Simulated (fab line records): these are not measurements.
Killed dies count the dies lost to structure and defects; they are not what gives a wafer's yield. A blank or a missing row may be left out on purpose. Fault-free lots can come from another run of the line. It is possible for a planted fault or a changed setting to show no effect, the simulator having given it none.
Problem report, 8D (eight disciplines) form, completed by code || flow rit cmos || the parts of the form that need people (team, actions taken, sign-off) are left out

1. WHAT WENT WRONG
Mean PWELL_RS at RIT_WELLDRIVE_RS_MEAS_02: 414.0 ohm/sq over 9 wafers in 3 lots; fault-free wafers: 429.2 ohm/sq, standard deviation 1.7. Relative to the usual mean, that is a shift of -8.9 standard deviations.
The step: measures by four-point-probe.
Earliest sighting: wafer L695.3 on film metro-03 at day 5 11:51. The record holds 45 wafers of 15 lots with a number at this step. Rule for "out" (also "out of limits"): further than 4 standard deviations from the usual mean. Any other wafer with a number is counted as sound.

2. WHAT IT IS AND WHAT IT IS NOT
{"question": "which readings at this step", "is": "PWELL_RS", "is not": "-"}
{"question": "which lots", "is": "L695, L696, L697", "is not": "L679, L680, L682, L684, L685, L688, L689, L691, L693, L700, L701, L702"}
{"question": "which wafers of those lots", "is": "all that have a number", "is not": "-"}
{"question": "read on which gauges", "is": "film metro-03, film metro-04", "is not": "film metro-02"}
{"question": "when", "is": "from day 5 11:51", "is not": "up to then (27 sound wafers); but 9 sound wafers of L700, L701, L702 came after"}

3. THE SUSPECTS, EACH WITH WHAT RULES IT OUT
Counting: any tool at a process step up to the reading is kept as a suspect provided that every lot that is out went through it and no sound lot did after the first of them.
- ruled out: the gauge at RIT_WELLDRIVE_RS_MEAS_02. The wafers that are out were read on 2 gauges (film metro-03, film metro-04).
- implanter-02 at RIT_PWELL_IMPLANT_08: kept. Every lot that is out went through it, starting with L695 (day 5 06:10), and after that it ran no sound lot; the last sound lot it ran before then is L693 (day 4 20:26). On those wafers its own readings are out: dose ions cm2.
Left after counting: implanter-02 at RIT_PWELL_IMPLANT_08.

4. THE CAUSE (what the simulator had put in)
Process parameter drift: implanter-02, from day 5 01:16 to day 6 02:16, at RIT_PWELL_IMPLANT_08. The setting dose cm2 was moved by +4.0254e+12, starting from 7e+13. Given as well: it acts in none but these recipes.
This tool alone remained once counting was done.

5. THE CHAIN OF EFFECTS, in route order
One row per reading whose mean, taken over the struck wafers that have a number, lies over 3 standard deviations from the usual. Readings are gone through only where the record gives a usual standard deviation; hours: the median, over the lots, of the time from a lot's start at the first step in this table giving one to that lot's start at this step; sigmas: the change measured in usual standard deviations.
{"hours": 0, "step": "RIT_PWELL_IMPLANT_08", "reading": "dose ions cm2", "usual": 7e+13, "on struck wafers": 7e+13, "change": "+4e+12", "sigmas": "+57"}
{"hours": 6, "step": "RIT_WELLDRIVE_RS_MEAS_02", "reading": "PWELL_RS", "usual": "429.2 ohm/sq", "on struck wafers": 414.0, "change": -15.2, "sigmas": -8.9}
Process steps it contains:
- RIT_PWELL_IMPLANT_08
At these later measuring or inspecting steps, every struck wafer for which the step has a row has a number for every such reading, and none has moved that far: RIT_NLDD_OVL_MEAS_06, RIT_M1_THK_MEAS_02.

6. WHAT WOULD HAVE CAUGHT IT SOONER
The first out-of-limits reading at a measuring or inspecting step in this record came at day 5 11:51, 11 hours after the fault's start at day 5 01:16.
Tool's own readings at RIT_PWELL_IMPLANT_08, dose ions cm2: out on all struck wafers the step has rows for; an alarm limit on them would have tripped on the first.
L697, from the lots that are out (3), started RIT_PWELL_IMPLANT_08 on implanter-02 later than day 5 11:51. A hold on the tool at that time would have spared it.
